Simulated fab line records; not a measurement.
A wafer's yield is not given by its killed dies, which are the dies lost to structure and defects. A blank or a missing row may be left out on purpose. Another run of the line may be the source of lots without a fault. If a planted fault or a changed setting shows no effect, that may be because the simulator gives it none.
Which tool was responsible? :: flow rit_cmos :: 7 lots, 21 wafers sampled, at 2 steps of a route of 202

== WHAT THE GAUGES READ, wafer by wafer ==
RIT_GATE_CD_MEAS_16: the cd target is 150 nm.
lot: L750
measured: day 2 20:15
on: cd_sem-02
cd_nm (nm): 152.3 150.1 150.5

lot: L753
measured: day 3 15:09
on: cd_sem-02
cd_nm (nm): 158.4 155.6 154.8

lot: L755
measured: day 3 23:13
on: cd_sem-01
cd_nm (nm): 166.1 165.6 165.7

lot: L759
measured: day 4 20:19
on: cd_sem-02
cd_nm (nm): 153.8 152.2 153.0

lot: L764
measured: day 5 19:17
on: cd_sem-01
cd_nm (nm): 150.0 145.1 150.4

lot: L767
measured: day 7 00:29
on: cd_sem-01
cd_nm (nm): 147.5 151.5 148.9

lot: L771
measured: day 7 22:41
on: cd_sem-02
cd_nm (nm): 152.2 154.0 153.3

== WHICH TOOL RAN EACH LOT (tool, then ch and the chambers of the sampled wafers, then the start) ==
lot: L750
RIT_GATE_COAT_11: litho_track-02 ch 0, day 2 19:26

lot: L753
RIT_GATE_COAT_11: litho_track-03 ch 0, day 3 14:14

lot: L755
RIT_GATE_COAT_11: litho_track-03 ch 0, day 3 22:31

lot: L759
RIT_GATE_COAT_11: litho_track-01 ch 0, day 4 19:38

lot: L764
RIT_GATE_COAT_11: litho_track-02 ch 0, day 5 18:35

lot: L767
RIT_GATE_COAT_11: litho_track-02 ch 0, day 6 23:39

lot: L771
RIT_GATE_COAT_11: litho_track-03 ch 0, day 7 21:37
- RIT_GATE_COAT_11: resist thk 850 nm.

== THE ANSWER, worked out from the rows above alone ==
Rule: usual is defined by the lots themselves. Put in order of their means at a reading, lots are off if they are a third of the lots or fewer, leave a main group of 4 or more, and stand apart from it by a gap of 3 or more times the standard deviation of the main group's means; of several such gaps the widest counts. A main group is skipped when, at the precision printed for the reading in the tables above, its means are all equal. A lot without any number at a reading at which 4 lots or more have one is off too. The other lots that the step has rows for count as sound.
Off: L755, at RIT_GATE_CD_MEAS_16 (cd_nm). Mean 151.9 nm and standard deviation 2.6 in the main group.
A tool fits if, at a process step before that reading, it ran every lot that is off, and no sound lot after the first of them. Those tools and the gauges at RIT_GATE_CD_MEAS_16 are tried in the same way. None of those tried fits.

== WHAT THE SIMULATOR PUT IN ==
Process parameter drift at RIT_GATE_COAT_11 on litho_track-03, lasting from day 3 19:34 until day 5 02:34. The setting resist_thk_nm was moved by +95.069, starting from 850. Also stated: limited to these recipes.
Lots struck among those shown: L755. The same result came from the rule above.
